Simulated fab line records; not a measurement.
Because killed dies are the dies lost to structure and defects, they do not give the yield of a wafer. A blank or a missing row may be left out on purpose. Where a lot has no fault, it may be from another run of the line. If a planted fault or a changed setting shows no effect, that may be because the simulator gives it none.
Which of the tools did it? | flow berkeley cmos170 | 14 lots, 42 wafers sampled, at 2 steps of a route of 331

## WHAT EACH GAUGE READ, for each wafer
UCB170_SDANNEAL_RS_MEAS_02: measures by four-point-probe. Usual: PSD_RS typically reads 75.60 ohm/sq, with standard deviation 0.28.
lot  | measured     | on            | PSD_RS (ohm/sq)   | flag
L167 | day 6 14:48  | film metro-04 | 75.49 75.60 75.64 |
L171 | day 7 21:34  | film metro-03 | 75.87 75.94 76.00 |
L173 | day 7 21:59  | film metro-04 | 75.48 75.22 75.11 |
L172 | day 7 22:26  | film metro-01 | 75.64 75.67 75.74 |
L170 | day 7 22:28  | film metro-03 | 76.01 75.65 76.05 |
L175 | day 8 07:11  | film metro-04 | 75.50 75.36 75.49 |
L179 | day 8 07:32  | film metro-01 | 75.68 75.64 75.94 |
L177 | day 8 07:43  | film metro-03 | 75.18 75.79 75.65 |
L184 | day 10 11:52 | film metro-01 | 75.89 75.83 75.46 |
L185 | day 10 16:34 | film metro-04 | 75.96 75.43 75.71 |
L186 | day 10 16:41 | film metro-03 | 75.39 75.47 75.35 |
L187 | day 10 16:42 | film metro-01 | 75.16 75.43 75.32 |
L189 | day 10 23:11 | film metro-04 | 75.03 75.45 75.12 |
L190 | day 11 00:12 | film metro-04 | 75.55 75.67 75.41 |

UCB170_CONTACT_OVL_MEAS_16. Usual: CONTACT_OVL typically reads 0 nm, with standard deviation 5.6.
lot  | measured     | on         | CONTACT_OVL (nm) | flag
L167 | day 6 19:40  | overlay-02 | 8 0 4            |
L171 | day 8 04:41  | overlay-02 | 1 2 -3           |
L173 | day 8 04:46  | overlay-01 | -1 2 -4          |
L172 | day 8 04:25  | overlay-02 | 4 3 -5           |
L170 | day 8 05:26  | overlay-02 | 1 3 1            |
L175 | day 8 11:48  | overlay-01 | 4 6 -1           |
L179 | day 8 13:55  | overlay-02 | 10 -7 8          |
L177 | day 8 14:21  | overlay-01 | 4 0 3            |
L184 | day 10 21:25 | overlay-02 | 0 -8 -2          |
L185 | day 10 22:41 | overlay-01 | -6 5 -1          |
L186 | day 10 23:00 | overlay-02 | 4 -3 -6          |
L187 | day 10 22:44 | overlay-02 | -15 -1 -4        |
L189 | day 11 05:11 | overlay-01 | 2 1 6            |
L190 | day 11 10:08 | overlay-01 | 5 13 2           |

## EACH LOT AND THE TOOL THAT RAN IT (in order: tool; ch and the chambers of the sampled wafers; start)
Record: no process step prior to these readings.

## WHAT THE TOOLS THEMSELVES READ (means of the sampled wafers that have a number; where no wafer has one, the mark that the record gives instead)
The record holds no such reading with a usual standard deviation.

## THE ANSWER, worked out from the rows above alone
Rule: a lot is off if the mean of its wafers that have a number lies more than 3 standard deviations from the usual mean. A lot without any number at a reading at which 4 lots or more have one is off too. Where the step has rows for the other lots, those lots are counted as sound. First the gauges in route order, then the tools' own readings, where a lot's mean is used as printed above. At the first step where some lot is off, the reading lying furthest off is the one used; lots without a number count as furthest.
No lot is off on any of the readings shown, so nothing can be concluded from this.

## WHAT WAS PUT IN BY THE SIMULATOR
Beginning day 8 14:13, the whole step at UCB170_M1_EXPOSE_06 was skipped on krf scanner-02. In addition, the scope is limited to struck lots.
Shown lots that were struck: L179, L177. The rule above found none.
